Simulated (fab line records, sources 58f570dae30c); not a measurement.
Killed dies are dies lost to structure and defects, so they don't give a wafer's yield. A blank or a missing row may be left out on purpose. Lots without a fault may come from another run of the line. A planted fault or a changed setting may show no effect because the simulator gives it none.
Split-lot experiment | flow berkeley_cmos170 | 5 lots, 23 wafers read, on a route of 331 steps

THE SPLIT
At UCB170_PVT_COAT_01 (resist thk 900 nm), the setting spin_rpm was moved away from the recipe's 1500 rpm on 6 of the 23 wafers read, by -7.3% to +7.3%. The other wafers ran this setting at the recipe's value.

The reading is taken at the split's own step.

THE READING
KrF_of_PVT_COAT_01.thk_nm (the simulator's own value, which no gauge read), in nm, at UCB170_PVT_COAT_01 (resist thk 900 nm). The file gives no usual value for it. The 17 wafers here that ran the recipe average 900.6 nm, standard deviation 2.5 nm.

wafer  | tool, chamber at the split | spin_rpm as run, rpm | against the recipe | KrF_of_PVT_COAT_01.thk_nm, nm | against lot-mates on the recipe
L080.1 | litho_track-04, 0          | 1500                 | recipe             | 901.1                         | -
L080.2 | litho_track-04, 0          | 1500                 | recipe             | 898.9                         | -
L080.5 | litho_track-04, 0          | 1500                 | recipe             | 900.7                         | -
L081.1 | litho_track-03, 0          | 1500                 | recipe             | 900.8                         | -
L081.2 | litho_track-03, 0          | 1500                 | recipe             | 901                           | -
L081.4 | litho_track-03, 0          | 1500                 | recipe             | 903.1                         | -
L081.5 | litho_track-03, 0          | 1500                 | recipe             | 896.1                         | -
L081.6 | litho_track-03, 0          | 1500                 | recipe             | 901.7                         | -
L082.1 | litho_track-01, 0          | 1500                 | recipe             | 900.7                         | -
L082.2 | litho_track-01, 0          | 1390                 | -7.3%              | 932.5                         | +32.5
L082.3 | litho_track-01, 0          | 1390                 | -7.3%              | 932.1                         | +32.1
L082.4 | litho_track-01, 0          | 1500                 | recipe             | 899.4                         | -
L082.5 | litho_track-01, 0          | 1390                 | -7.3%              | 933.6                         | +33.6
L079.1 | litho_track-03, 0          | 1609                 | +7.3%              | 866.4                         | -29.5
L079.2 | litho_track-03, 0          | 1500                 | recipe             | 894.5                         | -
L079.4 | litho_track-03, 0          | 1609                 | +7.3%              | 865.1                         | -30.8
L079.5 | litho_track-03, 0          | 1500                 | recipe             | 897.3                         | -
L079.6 | litho_track-03, 0          | 1609                 | +7.3%              | 868                           | -27.9
L084.1 | litho_track-03, 0          | 1500                 | recipe             | 902.4                         | -
L084.2 | litho_track-03, 0          | 1500                 | recipe             | 901.6                         | -
L084.3 | litho_track-03, 0          | 1500                 | recipe             | 903.4                         | -
L084.5 | litho_track-03, 0          | 1500                 | recipe             | 904.2                         | -
L084.6 | litho_track-03, 0          | 1500                 | recipe             | 902.8                         | -

THE FIT
A straight line over all 23 wafers: KrF_of_PVT_COAT_01.thk_nm changes by -4.54 nm for each +1% of spin_rpm; r = -0.99; the points scatter about the line by 2.4 nm.
The same after taking each lot's own level away (the mean of its wafers on the recipe; 23 wafers): -4.25 nm for each +1%; r = -1.00; scatter 1.6 nm.
On that fit, the largest move of spin_rpm shifts the reading by 31 nm.
The lots' own levels span 895.90 to 902.88 nm, that is 2.7 times the standard deviation above.
So the lot-to-lot level changes the slope little: the two slopes agree.
Check: with one of the wafers moved furthest among these (-7.3%) left out of the fit, the line predicts +31.3 nm for it against its lot-mates. It came out at +32.5 nm against them.

THE WHOLE CHAIN: every reading that the file lists as answering this split, in the file's order
step                | what it does      | reading                                                                    | change (the file's fit)              | r (the file's)
UCB170_PVT_COAT_01  | resist thk 900 nm | KrF_of_PVT_COAT_01.thk_nm (the simulator's own value, which no gauge read) | -4.25 nm for each +1% of the setting | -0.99
UCB170_PVT_STRIP_08 | strips in O2      | strip_time_to_endpoint_s                                                   | withheld for each +1% of the setting | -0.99

THE FILE'S OWN FIT
KrF_of_PVT_COAT_01.thk_nm changes by -4.25 nm for each +1% of spin_rpm, r = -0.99.
